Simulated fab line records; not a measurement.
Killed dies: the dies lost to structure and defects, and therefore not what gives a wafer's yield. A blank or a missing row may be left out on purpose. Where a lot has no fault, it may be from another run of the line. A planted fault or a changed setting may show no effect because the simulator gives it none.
The tool behind it: which one? | flow berkeleyCmos170 | 42 wafers from 14 lots sampled at 3 of the route's 331 steps

## WHAT THE GAUGES READ, wafer by wafer
UCB170_NSD_CD_MEAS_06: the cd target is 1200 nm. Usual: cdNm 1199.9 nm, standard deviation 1.5.
lot  | measured     | on       | cdNm (nm)            | flag
L574 | day 7 12:31  | cdSem-02 | 1200.1 1199.5 1199.9 | 
L577 | day 8 12:02  | cdSem-01 | 1200.2 1201.1 1201.3 | 
L576 | day 8 11:20  | cdSem-02 | 1201.1 1198.9 1200.7 | 
L575 | day 8 10:32  | cdSem-02 | 1200.5 1200.9 1199.5 | 
L578 | day 8 10:56  | cdSem-01 | 1197.4 1199.9 1198.3 | 
L580 | day 8 14:35  | cdSem-02 | 1202.0 1200.6 1200.7 | 
L581 | day 9 13:32  | cdSem-01 | 1199.4 1198.6 1198.5 | 
L582 | day 9 13:26  | cdSem-02 | 1197.1 1197.8 1197.4 | 
L587 | day 10 00:49 | cdSem-01 | 1199.9 1199.6 1198.5 | 
L585 | day 10 00:32 | cdSem-02 | 1198.0 1198.5 1197.4 | 
L584 | day 10 00:17 | cdSem-01 | 1202.1 1202.9 1202.2 | 
L591 | day 11 05:04 | cdSem-02 | 1200.3 1199.2 1200.3 | 
L592 | day 11 04:55 | cdSem-02 | 1198.7 1199.8 1198.5 | 
L594 | day 11 17:06 | cdSem-02 | 1199.0 1199.6 1200.0 | 

UCB170_NSD_OVL_MEAS_07. Usual: NSD_OVL gives -3 nm (standard deviation 5.7).
lot  | measured     | on         | NSD_OVL (nm) | flag
L574 | day 7 12:38  | overlay-02 | 7 6 6        | 
L577 | day 8 12:10  | overlay-02 | 2 -4 -2      | 
L576 | day 8 11:26  | overlay-01 | -3 -9 -4     | 
L575 | day 8 10:39  | overlay-02 | -21 -12 -11  | 
L578 | day 8 11:03  | overlay-01 | -3 6 -3      | 
L580 | day 8 14:40  | overlay-02 | -5 -1 -5     | 
L581 | day 9 13:39  | overlay-02 | 3 8 9        | 
L582 | day 9 13:34  | overlay-01 | -5 -5 6      | 
L587 | day 10 00:55 | overlay-01 | -7 -11 2     | 
L585 | day 10 00:39 | overlay-02 | 3 -1 -3      | 
L584 | day 10 00:24 | overlay-01 | -5 1 -10     | 
L591 | day 11 05:11 | overlay-02 | -4 0 2       | 
L592 | day 11 05:00 | overlay-02 | -4 -9 -7     | 
L594 | day 11 17:13 | overlay-01 | -17 -8 -13   | 

## EACH LOT AND THE TOOL THAT RAN IT (in order: tool; ch and the chambers of the sampled wafers; start)
lot  | UCB170_PWELL_SOFTBAKE_09
L574 | lithoTrack-03 ch 0, day 3 11:51
L577 | lithoTrack-04 ch 0, day 4 00:19
L576 | lithoTrack-02 ch 0, day 4 00:20
L575 | lithoTrack-03 ch 0, day 4 00:41
L578 | lithoTrack-02 ch 0, day 4 00:46
L580 | lithoTrack-04 ch 0, day 4 14:26
L581 | lithoTrack-03 ch 0, day 5 02:56
L582 | lithoTrack-04 ch 0, day 5 03:19
L587 | lithoTrack-03 ch 0, day 5 19:35
L585 | lithoTrack-02 ch 0, day 5 19:57
L584 | lithoTrack-03 ch 0, day 5 20:01
L591 | lithoTrack-03 ch 0, day 7 01:19
L592 | lithoTrack-02 ch 0, day 7 01:26
L594 | lithoTrack-04 ch 0, day 7 15:02
- UCB170_PWELL_SOFTBAKE_09: time 60 s.

## AS READ BY THE TOOLS THEMSELVES (means over the sampled wafers that have a number; for cases with no such wafer, the mark the record gives instead)
UCB170_PWELL_SOFTBAKE_09. Usual: chillPlateTempC 23.02 C, standard deviation 0.1; heaterPowerTotalW 56.80 W, standard deviation 0.045; runLengthS 89.00 s, standard deviation 0.17.
lot  | tool          | chillPlateTempC (C) | heaterPowerTotalW (W) | runLengthS (s) | flag
L574 | lithoTrack-03 | 23.00               | 56.83                 | 88.76          | 
L577 | lithoTrack-04 | 23.14               | 56.80                 | 89.11          | 
L576 | lithoTrack-02 | 22.99               | 56.81                 | 89.23          | 
L575 | lithoTrack-03 | 23.02               | 56.84                 | 88.88          | 
L578 | lithoTrack-02 | 23.02               | 56.80                 | 89.19          | 
L580 | lithoTrack-04 | 22.98               | 56.76                 | 89.03          | 
L581 | lithoTrack-03 | 22.97               | 56.87                 | 88.85          | 
L582 | lithoTrack-04 | 23.09               | 56.83                 | 89.00          | 
L587 | lithoTrack-03 | 23.00               | 56.82                 | 88.81          | 
L585 | lithoTrack-02 | 22.93               | 56.79                 | 89.34          | 
L584 | lithoTrack-03 | 22.91               | 60.51                 | 76.62          | OFF
L591 | lithoTrack-03 | 23.07               | 60.48                 | 76.66          | OFF
L592 | lithoTrack-02 | 23.03               | 56.85                 | 89.09          | 
L594 | lithoTrack-04 | 23.16               | 56.77                 | 88.92          | 

## THE ANSWER, worked out from the rows above alone
Rule: a lot is off if the mean of its wafers that have a number lies more than 3 standard deviations from the usual mean. Also off: a lot with no number at a reading for which 4 or more lots have one. All remaining lots with rows at the step are treated as sound. The gauges are gone through in route order, then the tools' own readings, and for those a lot's mean is taken as printed above. The first step at which some lot is off is used, and at that step the reading that is off furthest; a lot without a number counts as furthest.
Off: L584, L591, at UCB170_PWELL_SOFTBAKE_09 (heaterPowerTotalW).
If a tool, at that step or one of the process steps before it, ran each lot that is off and ran no sound lot following the first of them, it fits. One fits: UCB170_PWELL_SOFTBAKE_09 on lithoTrack-03. Its last sound lot is L587 (day 5 19:35), its first lot that is off L584 (day 5 20:01): a fault that began between those two fits.
The tool's own readings at UCB170_PWELL_SOFTBAKE_09 bear it out: on the lots that are off they differ by more than 5 times the standard deviation of the sound lots' means. heaterPowerTotalW reads 60.49 W there against 56.81 W on the sound lots; runLengthS reads 76.64 s there against 89.02 s on the sound lots.

## WHAT WAS PUT IN BY THE SIMULATOR
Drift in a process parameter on lithoTrack-03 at UCB170_PWELL_SOFTBAKE_09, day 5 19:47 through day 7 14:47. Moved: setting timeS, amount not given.
Shown lots that were struck: L584, L591. The rule given above showed the same thing.
